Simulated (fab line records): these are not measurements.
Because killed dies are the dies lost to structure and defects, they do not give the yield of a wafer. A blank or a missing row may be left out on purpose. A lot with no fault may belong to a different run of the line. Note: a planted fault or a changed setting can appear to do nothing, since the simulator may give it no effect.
Problem report in the 8D (eight disciplines) form, filled by code -- flow berkeley_cmos170 -- the parts of the form that need people (team, actions taken, sign-off) are left out

## 1. PROBLEM STATEMENT
tilt_deg at UCB170_PWELL_IMPLANT_15 reads a mean of 6.106 degrees on 6 wafers of 2 lots; wafers without a fault read 6.997 degrees with a standard deviation of 0.02. That puts it -45 standard deviations away from the usual mean.
First seen on wafer L436.2, day 5 07:01, on implanter-03. The record holds 42 wafers of 14 lots with a number at this step. Rule for "out" (also "out of limits"): further than 4 standard deviations from the usual mean. The other wafers with a number count as sound.

## 2. WHAT IT IS AND WHAT IT IS NOT
question,is,is not
which readings at this step,tilt_deg,dose_ions_cm2
which lots,"L436, L438","L426, L427, L428, L429, L430, L431, L433, L435, L439, L444, L445, L447"
which wafers of those lots,all that have a number,-
read on which tools,implanter-03,"implanter-02, implanter-04"
when,from day 5 07:01,"up to then (24 sound wafers); but 12 sound wafers of L439, L444, L445, L447 came after"

## 3. THE SUSPECTS, EACH WITH WHAT RULES IT OUT
Counting: a tool stays on the suspect list if, at a process step up to the reading, it processed all lots that are out and no sound lot following the first of them.
- implanter-03 at UCB170_PWELL_IMPLANT_15: kept. All lots that are out passed through it, beginning with L436 at day 5 07:01, and no sound lot followed; its final sound lot before that point was L431 at day 4 08:03. Out on those wafers are its own readings of tilt_deg.
After counting, what remains is implanter-03 at UCB170_PWELL_IMPLANT_15.

## 4. THE CAUSE (what the simulator had put in)
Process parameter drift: implanter-03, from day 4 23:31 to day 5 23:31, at UCB170_PWELL_IMPLANT_15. A move of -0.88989 in setting tilt_deg, from 7. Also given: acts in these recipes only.
This tool alone remained once counting was done.

## 5. THE EFFECT CHAIN, in route order
One row per reading whose mean, taken over the struck wafers that have a number, lies over 3 standard deviations from the usual. Only readings for which the record gives a usual standard deviation are gone through. hours: the time from each lot's start at the first step in this table that gives one to its start at this step, as a median over the lots. sigmas: the change in usual standard deviations.
hours,step,reading,usual,on struck wafers,change,sigmas
0,UCB170_PWELL_IMPLANT_15,tilt_deg,6.997 degrees,6.106,-0.891,-45
The process steps in it:
- UCB170_PWELL_IMPLANT_15

## 6. WHAT WOULD HAVE CAUGHT IT SOONER
In this record no reading fell out of limits until day 5 07:01, 7 hours after the fault had begun at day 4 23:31.
